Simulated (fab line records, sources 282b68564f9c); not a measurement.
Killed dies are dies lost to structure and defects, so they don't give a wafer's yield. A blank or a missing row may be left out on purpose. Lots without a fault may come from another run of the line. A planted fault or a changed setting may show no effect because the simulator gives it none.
fab line records | flow rit_cmos
record lots=5 wafers=15 last_day=8
route steps=202 shown ACTIVE@16 FOX1@20 FOX2@23 NWELL@28 PWELL@39 WELLDRIVE@50 NRETRO@53
lots that met no fault: from a run of the same line without faults
start_h: hours from the record's first day to the start of the lot's first wafer shown | wait_h: hours since the lot's step before | " the same as in the row above | L1.1+2: a row that stands for several wafers | - no value, or no start given | * or withheld: withheld | < > ~ a bound
route shown NAME@n: a module of which the file shows steps, and the number in the route of the first | usual: mean/standard deviation of fault-free wafers | same: alike in all rows | chamber/n: place in a boat | sites: the reading at each site | _std_site: their standard deviation | _edge_site: outer sites' mean less inner sites' | radius_mm: how far each site lies from the wafer's centre | mask NAME#n: copy n | behind: the tool/chamber that last shaped the wafer | hold: why the lot was held/for how many hours/how that ended | device: the transistor (n, p or np) that didn't switch | end of line: the same wafers' tests at the end of the route | a step without rows: its recipe alone | killed: dies lost to structure and defects at the first sort, not the wafer's yield | map: a wafer's dies, x killed, . not, _ none there
set.NAME: the setting as run; set.NAME@STEP: as run at that earlier step | model.NAME: the simulator's own value behind a step, which no gauge read
lots at some steps of the route; a table a step, a row a wafer
services: from which hour (start_h, from the record's first day; less than 0 if before it) a tool's chamber was out of use, for how many hours, and why
## steps
# step RIT_ACTIVE_CD_MEAS_90
# recipe target_cd_nm=1400
# usual cd_nm=1400.1/2.1
# columns lot.wafer tool chamber start_h wait_h cd_nm
L075.1 cd_sem-01 - 21.53 0.1 1405.6
L075.2 " - " " 1403.9
L075.3 " - " " 1403.3
L077.3 cd_sem-01 - 31.68 0.1 1396.8
L077.4 " - " " 1400.1
L077.6 " - " " 1399.8
L083.1 cd_sem-01 - 63.84 0.1 1399.9
L083.3 " - " " 1400.6
L083.6 " - " " 1399.9
L093.4 cd_sem-01 - 111.09 0.1 1401.9
L093.5 " - " " 1403.1
L093.6 " - " " 1401.8
L096.3 cd_sem-02 - 128.01 0.1 1398.8
L096.5 " - " " 1398.4
L096.6 " - " " 1398.9
# step RIT_ACTIVE_CLEAN_15
# recipe chemistry=SC1 mix=3:3:50 time_s=600 temp_c=75
# columns lot.wafer tool chamber start_h wait_h
L075.1+2+3 wet_bench-03 1 21.65 0.1
L077.3+4+6 wet_bench-02 0 31.76 0.1
L083.1+3+6 wet_bench-02 2 63.96 0.1
L093.4+5+6 wet_bench-01 1 111.15 0.0
L096.3+5+6 wet_bench-02 3 128.09 0.1
# step RIT_ACTIVE_CLEAN_16
# recipe chemistry=dHF dilution=50:1 time_s=30
# columns lot.wafer tool chamber start_h wait_h
L075.1+2+3 wet_bench-02 2 21.83 0.0
L077.3+4+6 wet_bench-03 3 31.94 0.0
L083.1+3+6 wet_bench-03 2 64.14 0.0
L093.4+5+6 wet_bench-01 3 111.33 0.0
L096.3+5+6 wet_bench-01 2 128.28 0.0
# step RIT_ACTIVE_CLEAN_17
# recipe chemistry=SC2 mix=3:3:50 time_s=600 temp_c=75 dry=n2_spin
# columns lot.wafer tool chamber start_h wait_h
L075.1+2+3 wet_bench-03 3 21.85 0.0
L077.3+4+6 wet_bench-02 0 31.96 0.0
L083.1+3+6 wet_bench-01 2 64.16 0.0
L093.4+5+6 wet_bench-01 2 111.34 0.0
L096.3+5+6 wet_bench-02 3 128.30 0.0
# step RIT_FOX1_OXIDATION_00
# recipe temp_c=1100 ambient=H2O target_thk_a=3507 p_h2o_torr=720 ox_time_s=1130
# usual tube_center_temp_C=1100/0.098
# columns lot.wafer tool chamber start_h wait_h tube_center_temp_C
L075.1 furnace-03 0 22.62 0.6 1100.1
L075.2 " 0 " " 1100
L075.3 " 0 " " 1100.1
L077.3 furnace-01 0 33.07 0.9 1100
L077.4 " 0 " " 1100
L077.6 " 0 " " 1100.3
L083.1 furnace-04 0 66.92 2.6 1100.1
L083.3 " 0 " " 1099.9
L083.6 " 0 " " 1100.1
L093.4 furnace-01 0 111.52 0.0 1100
L093.5 " 0 " " 1099.9
L093.6 " 0 " " 1100.1
L096.3 furnace-01 0 128.49 0.0 1100
L096.5 " 0 " " 1100
L096.6 " 0 " " 1099.9
# step RIT_FOX1_THK_MEAS_01
# recipe reads=SiO2_of_FOX1_OXIDATION_00
# usual FOX1_OXIDE_THK=352/6.8
# columns lot.wafer tool chamber start_h wait_h FOX1_OXIDE_THK[nm]
L075.1 film_metro-02 - 23.93 0.0 365
L075.2 " - " " 366
L075.3 " - " " 353
L077.3 film_metro-04 - 34.40 0.0 344
L077.4 " - " " 343
L077.6 " - " " 347
L083.1 film_metro-04 - 68.23 0.0 351
L083.3 " - " " 353
L083.6 " - " " 350
L093.4 film_metro-04 - 112.86 0.0 347
L093.5 " - " " 347
L093.6 " - " " 350
L096.3 film_metro-03 - 129.83 0.0 362
L096.5 " - " " 359
L096.6 " - " " 359
# step RIT_FOX1_WET_ETCH_02
# recipe chemistry=BOE target_depth_nm=350 time_s=390 temp_c=21.5 dry=n2_spin dilution=10:1 target=SiO2
# columns lot.wafer tool chamber start_h wait_h
L075.1+2+3 wet_bench-03 2 23.99 0.1
L077.3+4+6 wet_bench-04 2 34.44 0.0
L083.1+3+6 wet_bench-04 2 68.29 0.1
L093.4+5+6 wet_bench-01 0 112.89 0.0
L096.3+5+6 wet_bench-04 0 129.87 0.0
# step RIT_FOX2_OXIDATION_00
# recipe temp_c=1100 ambient=H2O target_thk_a=3507 p_h2o_torr=720 ox_time_s=1130
# usual tube_center_temp_C=1100/0.1
# columns lot.wafer tool chamber start_h wait_h tube_center_temp_C
L075.1 furnace-03 0 25.00 0.9 1099.9
L075.2 " 0 " " 1100.1
L075.3 " 0 " " 1099.9
L077.3 furnace-01 0 34.56 0.0 1100.1
L077.4 " 0 " " 1100
L077.6 " 0 " " 1099.9
L083.1 furnace-01 0 69.57 1.2 1100
L083.3 " 0 " " 1100.1
L083.6 " 0 " " 1099.9
L093.4 furnace-01 0 113.91 0.9 1099.9
L093.5 " 0 " " 1099.8
L093.6 " 0 " " 1099.9
L096.3 furnace-01 0 129.99 0.0 1100.1
L096.5 " 0 " " 1100.1
L096.6 " 0 " " 1099.9
# step RIT_FOX2_THK_MEAS_01
# recipe reads=SiO2_of_FOX2_OXIDATION_00
# usual FOX2_OXIDE_THK=352/8.9
# columns lot.wafer tool chamber start_h wait_h FOX2_OXIDE_THK[nm]
L075.1 film_metro-02 - 26.32 0.0 359
L075.2 " - " " 364
L075.3 " - " " 362
L077.3 film_metro-02 - 35.89 0.0 352
L077.4 " - " " 352
L077.6 " - " " 348
L083.1 film_metro-02 - 70.88 0.0 363
L083.3 " - " " 360
L083.6 " - " " 358
L093.4 film_metro-02 - 115.25 0.0 359
L093.5 " - " " 356
L093.6 " - " " 351
L096.3 film_metro-01 - 131.33 0.0 356
L096.5 " - " " 358
L096.6 " - " " 358
# step RIT_FOX2_CLEAN_02
# recipe chemistry=dHF dilution=50:1 time_s=180
# columns lot.wafer tool chamber start_h wait_h
L075.1+2+3 wet_bench-02 0 26.38 0.1
L077.3+4+6 wet_bench-02 1 36.05 0.2
L083.1+3+6 wet_bench-01 3 70.94 0.1
L093.4+5+6 wet_bench-01 3 115.28 0.0
L096.3+5+6 wet_bench-04 3 131.37 0.0
# step RIT_FOX2_WET_ETCH_03
# recipe chemistry=H3PO4 target=Si3N4 target_depth_nm=195 temp_c=165 time_s=2700
# columns lot.wafer tool chamber start_h wait_h
L075.1+2+3 wet_bench-04 1 26.44 0.0
L077.3+4+6 wet_bench-02 3 36.11 0.0
L083.1+3+6 wet_bench-02 2 71.00 0.0
L093.4+5+6 wet_bench-04 2 115.34 0.0
L096.3+5+6 wet_bench-02 0 131.43 0.0
# step RIT_FOX2_THK_MEAS_90
# recipe reads=SiO2_of_FOX2_OXIDATION_00
# usual FIELD_OXIDE_LEFT_1_THK=325/8.9
# columns lot.wafer tool chamber start_h wait_h FIELD_OXIDE_LEFT_1_THK[nm]
L075.1 film_metro-04 - 27.26 0.0 332
L075.2 " - " " 336
L075.3 " - " " 334
L077.3 film_metro-02 - 36.89 0.0 324
L077.4 " - " " 324
L077.6 " - " " 321
L083.1 film_metro-02 - 71.76 0.0 336
L083.3 " - " " 333
L083.6 " - " " 332
L093.4 film_metro-02 - 116.13 0.0 331
L093.5 " - " " 329
L093.6 " - " " 323
L096.3 film_metro-04 - 132.28 0.0 328
L096.5 " - " " 331
L096.6 " - " " 331
# step RIT_NWELL_HMDS_00
# recipe prime_time_s=60 prime_temp_c=140
# usual chill_plate_temp_C=22.99/0.11
# columns lot.wafer tool chamber start_h wait_h chill_plate_temp_C
L075.1 litho_track-02 0 27.32 0.1 22.94
L075.2 " 0 " " 22.80
L075.3 " 0 " " 22.72
L077.3 litho_track-02 0 36.98 0.1 23.03
L077.4 " 0 " " 23.04
L077.6 " 0 " " 22.95
L083.1 litho_track-03 0 71.82 0.1 22.88
L083.3 " 0 " " 22.87
L083.6 " 0 " " 22.90
L093.4 litho_track-03 0 116.30 0.2 23.03
L093.5 " 0 " " 23.24
L093.6 " 0 " " 23.04
L096.3 litho_track-02 0 132.37 0.1 23.05
L096.5 " 0 " " 23.12
L096.6 " 0 " " 23.05
# step RIT_NWELL_COAT_01
# recipe resist=NOVOLAK spin_rpm=2000 resist_thk_nm=1300
# usual chill_plate_temp_C=23.00/0.1
# columns lot.wafer tool chamber start_h wait_h chill_plate_temp_C
L075.1 litho_track-02 0 27.47 0.1 23.02
L075.2 " 0 " " 22.95
L075.3 " 0 " " 22.89
L077.3 litho_track-02 0 37.13 0.1 22.58
L077.4 " 0 " " 23.10
L077.6 " 0 " " 22.78
L083.1 litho_track-03 0 71.97 0.1 22.85
L083.3 " 0 " " 22.90
L083.6 " 0 " " 22.94
L093.4 litho_track-03 0 116.45 0.1 22.97
L093.5 " 0 " " 22.95
L093.6 " 0 " " 23.11
L096.3 litho_track-02 0 132.52 0.1 22.99
L096.5 " 0 " " 22.96
L096.6 " 0 " " 22.85
# step RIT_NWELL_SOFTBAKE_02
# recipe resist=NOVOLAK temp_c=90 time_s=61.45
# usual chill_plate_temp_C=23.01/0.12 plate_sensor_t_centre_C=90.970/0.0097 plate_sensor_t_edge_C=91.022/0.011
# columns lot.wafer tool chamber start_h wait_h chill_plate_temp_C plate_sensor_t_centre_C plate_sensor_t_edge_C
L075.1 litho_track-02 0 27.62 0.1 22.99 90.985 91.015
L075.2 " 0 " " 23.07 90.978 91.025
L075.3 " 0 " " 23.03 90.978 91.023
L077.3 litho_track-02 0 37.28 0.1 23.02 90.987 91.021
L077.4 " 0 " " 22.98 90.970 91.027
L077.6 " 0 " " 22.97 90.975 91.029
L083.1 litho_track-03 0 72.12 0.1 23.18 90.949 91.012
L083.3 " 0 " " 23.20 90.980 91.025
L083.6 " 0 " " 23.18 90.966 91.027
L093.4 litho_track-03 0 116.60 0.1 23.08 90.967 91.015
L093.5 " 0 " " 23.10 90.968 91.031
L093.6 " 0 " " 23.16 90.968 91.057
L096.3 litho_track-02 0 132.67 0.1 22.97 90.976 91.021
L096.5 " 0 " " 23.05 90.972 91.018
L096.6 " 0 " " 22.97 90.979 91.005
# step RIT_NWELL_EXPOSE_03
# recipe mask_id=M2 na=0.57 target_cd_nm=43900 dose_mj=250
# columns lot.wafer tool chamber start_h wait_h mask
L075.1+2+3 iline_stepper-02 0 27.77 0.1 M2#0
L077.3+4+6 iline_stepper-01 0 37.54 0.2 M2#0
L083.1+3+6 iline_stepper-01 0 72.39 0.2 M2#0
L093.4+5+6 iline_stepper-01 0 116.92 0.3 M2#0
L096.3+5+6 iline_stepper-01 0 132.81 0.1 M2#0
# step RIT_NWELL_PEB_04
# recipe resist=NOVOLAK temp_c=withheld time_s=withheld
# usual chill_plate_temp_C=*
# columns lot.wafer tool chamber start_h wait_h chill_plate_temp_C
L075.1 litho_track-03 0 27.89 0.1 *
L075.2 " 0 " " *
L075.3 " 0 " " *
L077.3 litho_track-01 0 37.67 0.1 *
L077.4 " 0 " " *
L077.6 " 0 " " *
L083.1 litho_track-02 0 72.51 0.1 *
L083.3 " 0 " " *
L083.6 " 0 " " *
L093.4 litho_track-02 0 117.11 0.2 *
L093.5 " 0 " " *
L093.6 " 0 " " *
L096.3 litho_track-03 0 132.94 0.1 *
L096.5 " 0 " " *
L096.6 " 0 " " *
# step RIT_NWELL_DEVELOP_05
# recipe resist=NOVOLAK develop_time_s=68 dev_temp_c=23
# usual chill_plate_temp_C=23.02/0.11
# columns lot.wafer tool chamber start_h wait_h chill_plate_temp_C
L075.1 litho_track-03 0 - - 23.07
L075.2 " 0 " " 23.05
L075.3 " 0 " " 22.90
L077.3 litho_track-01 0 - - 23.07
L077.4 " 0 " " 23.17
L077.6 " 0 " " 23.01
L083.1 litho_track-02 0 - - 23.00
L083.3 " 0 " " 23.08
L083.6 " 0 " " 23.11
L093.4 litho_track-02 0 - - 23.08
L093.5 " 0 " " 23.08
L093.6 " 0 " " 23.08
L096.3 litho_track-03 0 - - 23.04
L096.5 " 0 " " 23.04
L096.6 " 0 " " 22.87
# step RIT_NWELL_OVL_MEAS_06
# usual NWELL_OVL=-0.2/1.7
# columns lot.wafer tool chamber start_h wait_h NWELL_OVL[nm]
L075.1 overlay-01 - 28.20 - 1.1
L075.2 " - " " -1.4
L075.3 " - " " -1.2
L077.3 overlay-01 - 37.95 - -1.1
L077.4 " - " " 0.0
L077.6 " - " " 0.9
L083.1 overlay-01 - 72.82 - 1.6
L083.3 " - " " 1.9
L083.6 " - " " -1.9
L093.4 overlay-02 - 117.37 - -0.1
L093.5 " - " " -2.9
L093.6 " - " " -1.3
L096.3 overlay-01 - 133.21 - 3.0
L096.5 " - " " 2.6
L096.6 " - " " 1.8
# step RIT_NWELL_HARDBAKE_07
# recipe resist=NOVOLAK temp_c=140 time_s=120
# usual chill_plate_temp_C=23.01/0.1
# columns lot.wafer tool chamber start_h wait_h chill_plate_temp_C
L075.1 litho_track-03 0 28.24 0.0 23.00
L075.2 " 0 " " 23.01
L075.3 " 0 " " 23.06
L077.3 litho_track-01 0 38.05 0.1 23.03
L077.4 " 0 " " 23.11
L077.6 " 0 " " 22.94
L083.1 litho_track-03 0 72.95 0.1 23.07
L083.3 " 0 " " 23.05
L083.6 " 0 " " 23.04
L093.4 litho_track-01 0 117.51 0.1 22.94
L093.5 " 0 " " 22.95
L093.6 " 0 " " 23.06
L096.3 litho_track-01 0 133.32 0.1 23.03
L096.5 " 0 " " 22.80
L096.6 " 0 " " 22.92
# step RIT_NWELL_IMPLANT_08
# recipe species=P energy_kev=170 dose_cm2=5.081e+13 tilt_deg=7
# columns lot.wafer tool chamber start_h wait_h
L075.1+2+3 implanter-03 0 28.49 0.2
L077.3+4+6 implanter-04 0 38.27 0.2
L083.1+3+6 implanter-01 0 73.20 0.2
L093.4+5+6 implanter-03 0 117.71 0.2
L096.3+5+6 implanter-03 0 133.53 0.2
# step RIT_NWELL_STRIP_09
# recipe chemistry=O2 time_s=180 resist=NOVOLAK platen_temp_c=withheld power_w=500 pressure_mtorr=4000 o2_flow_sccm=4000
# usual drypump_motor_current_A=6.1/0.34
# columns lot.wafer tool chamber start_h wait_h drypump_motor_current_A rf_hours_counter_h
L075.1 plasma_asher-01 0 28.64 0.1 5.7 38
L075.2 " 1 " " 6.4 38
L075.3 " 1 " " 6.4 -
L077.3 plasma_asher-02 0 38.43 0.1 5.8 -
L077.4 " 1 " " 5.9 -
L077.6 " 1 " " 5.9 -
L083.1 plasma_asher-04 0 73.35 0.1 6.7 23
L083.3 " 1 " " 6.3 -
L083.6 " 1 " " 6.3 -
L093.4 plasma_asher-01 1 117.84 0.1 6.5 -
L093.5 " 1 " " 6.4 -
L093.6 " 0 " " 5.7 -
L096.3 plasma_asher-01 1 133.69 0.1 6.4 -
L096.5 " 1 " " 6.5 -
L096.6 " 0 " " 5.7 -
# step RIT_NWELL_TW_MEAS_10
# usual NWELL_TW=2149/12
# columns lot.wafer tool chamber start_h wait_h NWELL_TW
L075.1 film_metro-03 - 28.81 0.1 2138
L075.2 " - " " 2147
L075.3 " - " " 2149
L077.3 film_metro-01 - 38.57 0.1 2148
L077.4 " - " " 2136
L077.6 " - " " 2144
L083.1 film_metro-03 - 73.52 0.1 2141
L083.3 " - " " 2149
L083.6 " - " " 2152
L093.4 film_metro-01 - 117.99 0.1 2153
L093.5 " - " " 2151
L093.6 " - " " 2140
L096.3 film_metro-02 - 133.83 0.1 2142
L096.5 " - " " 2149
L096.6 " - " " 2152
# step RIT_PWELL_HMDS_00
# recipe prime_time_s=60 prime_temp_c=140
# usual chill_plate_temp_C=22.99/0.1
# columns lot.wafer tool chamber start_h wait_h chill_plate_temp_C
L075.1 litho_track-03 0 29.15 0.3 22.95
L075.2 " 0 " " 22.94
L075.3 " 0 " " 22.96
L077.3 litho_track-03 0 38.66 0.1 22.84
L077.4 " 0 " " 22.90
L077.6 " 0 " " 22.96
L083.1 litho_track-01 0 73.58 0.1 23.09
L083.3 " 0 " " 23.15
L083.6 " 0 " " 23.02
L093.4 litho_track-03 0 118.13 0.1 23.04
L093.5 " 0 " " 23.10
L093.6 " 0 " " 23.02
L096.3 litho_track-03 0 133.92 0.1 22.90
L096.5 " 0 " " 22.75
L096.6 " 0 " " 23.04
# step RIT_PWELL_COAT_01
# recipe resist=NOVOLAK spin_rpm=2000 resist_thk_nm=1300
# usual chill_plate_temp_C=22.99/0.091
# columns lot.wafer tool chamber start_h wait_h chill_plate_temp_C
L075.1 litho_track-03 0 29.30 0.1 22.89
L075.2 " 0 " " 22.85
L075.3 " 0 " " 23.00
L077.3 litho_track-03 0 38.81 0.1 22.97
L077.4 " 0 " " 23.10
L077.6 " 0 " " 23.03
L083.1 litho_track-01 0 73.73 0.1 22.93
L083.3 " 0 " " 22.97
L083.6 " 0 " " 22.98
L093.4 litho_track-03 0 118.28 0.1 23.04
L093.5 " 0 " " 22.90
L093.6 " 0 " " 22.99
L096.3 litho_track-03 0 134.07 0.1 23.00
L096.5 " 0 " " 23.05
L096.6 " 0 " " 23.02
# step RIT_PWELL_SOFTBAKE_02
# recipe resist=NOVOLAK temp_c=90 time_s=60
# usual chill_plate_temp_C=22.99/0.11
# columns lot.wafer tool chamber start_h wait_h chill_plate_temp_C
L075.1 litho_track-03 0 29.45 0.1 22.87
L075.2 " 0 " " 22.91
L075.3 " 0 " " 22.85
L077.3 litho_track-03 0 38.96 0.1 23.08
L077.4 " 0 " " 23.00
L077.6 " 0 " " 22.79
L083.1 litho_track-01 0 73.88 0.1 23.05
L083.3 " 0 " " 23.06
L083.6 " 0 " " 22.91
L093.4 litho_track-03 0 118.43 0.1 22.97
L093.5 " 0 " " 22.94
L093.6 " 0 " " 22.63
L096.3 litho_track-03 0 134.22 0.1 23.15
L096.5 " 0 " " 23.14
L096.6 " 0 " " 23.20
# step RIT_PWELL_EXPOSE_03
# recipe mask_id=M3 na=0.57 target_cd_nm=43700 dose_mj=250
# columns lot.wafer tool chamber start_h wait_h mask
L075.1+2+3 iline_stepper-01 0 29.73 0.2 M3#0
L077.3+4+6 iline_stepper-02 0 39.22 0.2 M3#0
L083.1+3+6 iline_stepper-02 0 74.03 0.1 M3#0
L093.4+5+6 iline_stepper-01 0 118.81 0.4 M3#0
L096.3+5+6 iline_stepper-01 0 134.36 0.1 M3#0
# step RIT_PWELL_PEB_04
# recipe resist=NOVOLAK temp_c=withheld time_s=withheld
# usual chill_plate_temp_C=*
# columns lot.wafer tool chamber start_h wait_h chill_plate_temp_C
L075.1 litho_track-03 0 29.85 0.1 *
L075.2 " 0 " " *
L075.3 " 0 " " *
L077.3 litho_track-01 0 39.35 0.1 *
L077.4 " 0 " " *
L077.6 " 0 " " *
L083.1 litho_track-03 0 74.15 0.1 *
L083.3 " 0 " " *
L083.6 " 0 " " *
L093.4 litho_track-03 0 118.94 0.1 *
L093.5 " 0 " " *
L093.6 " 0 " " *
L096.3 litho_track-04 0 134.49 0.1 *
L096.5 " 0 " " *
L096.6 " 0 " " *
# step RIT_PWELL_DEVELOP_05
# recipe resist=NOVOLAK develop_time_s=68 dev_temp_c=23
# usual chill_plate_temp_C=23.01/0.1
# columns lot.wafer tool chamber start_h wait_h chill_plate_temp_C
L075.1 litho_track-03 0 - - 22.96
L075.2 " 0 " " 22.85
L075.3 " 0 " " 23.08
L077.3 litho_track-01 0 - - 23.01
L077.4 " 0 " " 23.13
L077.6 " 0 " " 22.94
L083.1 litho_track-03 0 - - 23.02
L083.3 " 0 " " 22.86
L083.6 " 0 " " 23.16
L093.4 litho_track-03 0 - - 23.30
L093.5 " 0 " " 23.15
L093.6 " 0 " " 23.15
L096.3 litho_track-04 0 - - 23.06
L096.5 " 0 " " 23.04
L096.6 " 0 " " 23.10
# step RIT_PWELL_OVL_MEAS_06
# usual PWELL_OVL=1.2/1.4
# columns lot.wafer tool chamber start_h wait_h PWELL_OVL[nm]
L075.1 overlay-02 - 30.17 - 0.9
L075.2 " - " " 2.1
L075.3 " - " " 0.5
L077.3 overlay-01 - 39.62 - 2.8
L077.4 " - " " 1.4
L077.6 " - " " 1.1
L083.1 overlay-01 - 74.46 - 1.6
L083.3 " - " " 0.0
L083.6 " - " " 2.1
L093.4 overlay-01 - 119.20 - 2.9
L093.5 " - " " 0.3
L093.6 " - " " -0.2
L096.3 overlay-02 - 134.76 - -0.6
L096.5 " - " " 0.9
L096.6 " - " " -0.1
# step RIT_PWELL_HARDBAKE_07
# recipe resist=NOVOLAK temp_c=140 time_s=120
# usual chill_plate_temp_C=23.01/0.11
# columns lot.wafer tool chamber start_h wait_h chill_plate_temp_C
L075.1 litho_track-01 0 30.26 0.1 22.90
L075.2 " 0 " " 22.93
L075.3 " 0 " " 23.07
L077.3 litho_track-01 0 39.84 0.2 23.06
L077.4 " 0 " " 22.97
L077.6 " 0 " " 22.99
L083.1 litho_track-04 0 74.50 0.0 22.86
L083.3 " 0 " " 22.90
L083.6 " 0 " " 22.85
L093.4 litho_track-03 0 119.34 0.1 23.09
L093.5 " 0 " " 22.95
L093.6 " 0 " " 23.02
L096.3 litho_track-01 0 134.87 0.1 23.00
L096.5 " 0 " " 23.13
L096.6 " 0 " " 22.95
# step RIT_PWELL_IMPLANT_08
# recipe species=B energy_kev=170 dose_cm2=7e+13 tilt_deg=7
# columns lot.wafer tool chamber start_h wait_h
L075.1+2+3 implanter-02 0 30.51 0.2
L077.3+4+6 implanter-04 0 40.06 0.2
L083.1+3+6 implanter-02 0 74.75 0.2
L093.4+5+6 implanter-04 0 119.54 0.2
L096.3+5+6 implanter-02 0 135.09 0.2
# step RIT_PWELL_STRIP_09
# recipe chemistry=O2 time_s=180 resist=NOVOLAK platen_temp_c=withheld power_w=500 pressure_mtorr=4000 o2_flow_sccm=4000
# usual drypump_motor_current_A=6.1/0.34
# columns lot.wafer tool chamber start_h wait_h drypump_motor_current_A rf_hours_counter_h
L075.1 plasma_asher-03 1 30.66 0.1 5.8 38
L075.2 " 0 " " 5.8 38
L075.3 " 1 " " 5.8 -
L077.3 plasma_asher-02 1 40.22 0.1 5.9 -
L077.4 " 0 " " 5.8 -
L077.6 " 1 " " 5.9 -
L083.1 plasma_asher-04 1 74.94 0.2 6.3 24
L083.3 " 1 " " 6.3 -
L083.6 " 1 " " 6.3 -
L093.4 plasma_asher-02 0 119.67 0.1 5.8 -
L093.5 " 1 " " 5.9 -
L093.6 " 0 " " 5.8 -
L096.3 plasma_asher-04 1 135.25 0.1 6.3 -
L096.5 " 1 " " 6.3 -
L096.6 " 0 " " 6.7 -
# step RIT_PWELL_TW_MEAS_10
# usual PWELL_TW=948/5.2
# columns lot.wafer tool chamber start_h wait_h PWELL_TW
L075.1 film_metro-02 - 30.84 0.1 953
L075.2 " - " " 952
L075.3 " - " " 958
L077.3 film_metro-02 - 40.36 0.1 954
L077.4 " - " " 956
L077.6 " - " " 949
L083.1 film_metro-02 - 75.11 0.1 947
L083.3 " - " " 951
L083.6 " - " " 947
L093.4 film_metro-02 - 119.98 0.2 942
L093.5 " - " " 951
L093.6 " - " " 951
L096.3 film_metro-02 - 135.38 0.1 951
L096.5 " - " " 951
L096.6 " - " " 952
# step RIT_WELLDRIVE_ANNEAL_00
# recipe temp_c=1100 time_s=14700 ambient=N2
# usual tube_center_temp_C=1100/0.093
# columns lot.wafer tool chamber start_h wait_h tube_center_temp_C
L075.1 furnace-04 0 32.28 1.4 1100
L075.2 " 0 " " 1100
L075.3 " 0 " " 1100.1
L077.3 furnace-03 0 42.06 1.7 1100
L077.4 " 0 " " 1100.1
L077.6 " 0 " " 1100.1
L083.1 furnace-04 0 76.81 1.7 1099.9
L083.3 " 0 " " 1100
L083.6 " 0 " " 1099.8
L093.4 furnace-04 0 120.99 1.0 1099.9
L093.5 " 0 " " 1100.1
L093.6 " 0 " " 1100.1
L096.3 furnace-01 0 137.05 1.7 1100
L096.5 " 0 " " 1100.1
L096.6 " 0 " " 1099.9
# step RIT_WELLDRIVE_RS_MEAS_01
# recipe thk_meas_gauge=four-point-probe
# usual NWELL_RS=273.1/0.89
# columns lot.wafer tool chamber start_h wait_h NWELL_RS[ohm/sq]
L075.1 film_metro-02 - 37.36 0.0 273.3
L075.2 " - " " 272.2
L075.3 " - " " 272.2
L077.3 film_metro-03 - 47.19 0.0 272.9
L077.4 " - " " 273.0
L077.6 " - " " 272.8
L083.1 film_metro-01 - 81.89 0.0 273.0
L083.3 " - " " 273.3
L083.6 " - " " 273.5
L093.4 film_metro-01 - 126.13 0.1 273.4
L093.5 " - " " 272.5
L093.6 " - " " 272.4
L096.3 film_metro-02 - 142.18 0.0 274.6
L096.5 " - " " 274.2
L096.6 " - " " 274.0
# step RIT_WELLDRIVE_RS_MEAS_02
# recipe thk_meas_gauge=four-point-probe
# usual PWELL_RS=429.6/1.3
# columns lot.wafer tool chamber start_h wait_h PWELL_RS[ohm/sq]
L075.1 film_metro-02 - 37.48 0.1 430.3
L075.2 " - " " 429.5
L075.3 " - " " 429.4
L077.3 film_metro-03 - 47.31 0.1 429.2
L077.4 " - " " 427.5
L077.6 " - " " 430.1
L083.1 film_metro-01 - 82.01 0.1 427.5
L083.3 " - " " 428.1
L083.6 " - " " 427.1
L093.4 film_metro-01 - 126.25 0.1 428.8
L093.5 " - " " 429.8
L093.6 " - " " 429.6
L096.3 film_metro-02 - 142.30 0.1 429.2
L096.5 " - " " 430.3
L096.6 " - " " 429.2
# step RIT_NRETRO_HMDS_00
# recipe prime_time_s=60 prime_temp_c=140
# usual chill_plate_temp_C=23.00/0.1
# columns lot.wafer tool chamber start_h wait_h chill_plate_temp_C
L075.1 litho_track-02 0 37.60 0.1 22.91
L075.2 " 0 " " 23.01
L075.3 " 0 " " 22.95
L077.3 litho_track-02 0 47.44 0.1 22.98
L077.4 " 0 " " 22.95
L077.6 " 0 " " 22.94
L083.1 litho_track-04 0 82.13 0.1 23.02
L083.3 " 0 " " 23.15
L083.6 " 0 " " 23.00
L093.4 litho_track-04 0 126.39 0.1 23.05
L093.5 " 0 " " 23.08
L093.6 " 0 " " 22.92
L096.3 litho_track-04 0 142.43 0.1 23.08
L096.5 " 0 " " 23.17
L096.6 " 0 " " 23.17
# step RIT_NRETRO_COAT_01
# recipe resist=NOVOLAK spin_rpm=2000 resist_thk_nm=1300
# usual chill_plate_temp_C=23.01/0.11
# columns lot.wafer tool chamber start_h wait_h chill_plate_temp_C
L075.1 litho_track-02 0 37.75 0.1 23.08
L075.2 " 0 " " 22.89
L075.3 " 0 " " 23.07
L077.3 litho_track-02 0 47.59 0.1 22.78
L077.4 " 0 " " 23.00
L077.6 " 0 " " 22.99
L083.1 litho_track-04 0 82.28 0.1 23.11
L083.3 " 0 " " 22.99
L083.6 " 0 " " 22.98
L093.4 litho_track-04 0 126.54 0.1 23.01
L093.5 " 0 " " 23.05
L093.6 " 0 " " 22.99
L096.3 litho_track-04 0 142.58 0.1 23.15
L096.5 " 0 " " 22.95
L096.6 " 0 " " 23.08
# step RIT_NRETRO_SOFTBAKE_02
# recipe resist=NOVOLAK temp_c=90 time_s=60
# usual chill_plate_temp_C=22.99/0.1
# columns lot.wafer tool chamber start_h wait_h chill_plate_temp_C
L075.1 litho_track-02 0 37.90 0.1 23.00
L075.2 " 0 " " 22.90
L075.3 " 0 " " 23.03
L077.3 litho_track-02 0 47.74 0.1 22.91
L077.4 " 0 " " 23.01
L077.6 " 0 " " 23.00
L083.1 litho_track-04 0 82.43 0.1 22.89
L083.3 " 0 " " 23.07
L083.6 " 0 " " 23.09
L093.4 litho_track-04 0 126.69 0.1 22.93
L093.5 " 0 " " 22.96
L093.6 " 0 " " 23.05
L096.3 litho_track-04 0 142.73 0.1 22.81
L096.5 " 0 " " 22.98
L096.6 " 0 " " 22.97
# step RIT_NRETRO_EXPOSE_03
# recipe mask_id=M4 na=0.57 target_cd_nm=43900 dose_mj=250
# columns lot.wafer tool chamber start_h wait_h mask
L075.1+2+3 iline_stepper-01 0 38.05 0.1 M4#0
L077.3+4+6 iline_stepper-01 0 48.00 0.2 M4#0
L083.1+3+6 iline_stepper-01 0 82.58 0.1 M4#0
L093.4+5+6 iline_stepper-01 0 126.82 0.1 M4#0
L096.3+5+6 iline_stepper-01 0 142.87 0.1 M4#0
## services
# columns tool chamber start_h hours kind
furnace-04 - 0.63 4.0 pm
plasma_asher-02 - 9.08 2.8 pm
iline_stepper-01 0 9.55 - calibration
implanter-01 - 32.45 2.3 repair
wet_bench-01 - 33.45 5.7 repair
furnace-01 - 40.68 5.1 pm
furnace-03 - 47.15 21.5 pm
iline_stepper-02 - 49.40 1.7 pm
iline_stepper-01 - 53.14 1.7 pm
implanter-04 - 63.54 1.4 repair
plasma_asher-02 - 72.58 11.4 pm
implanter-03 - 78.52 5.1 repair
implanter-04 - 79.59 1.8 repair
plasma_asher-01 - 108.75 9.0 pm
plasma_asher-01 0 108.75 9.0 vent_cycle
plasma_asher-01 1 108.75 9.0 vent_cycle
plasma_asher-03 - 110.39 7.6 repair
iline_stepper-02 - 114.79 28.9 pm
plasma_asher-01 0 117.75 - clean
plasma_asher-01 1 117.75 - clean
implanter-03 - 121.64 3.7 repair
implanter-03 - 134.88 18.7 repair
## key
fault none
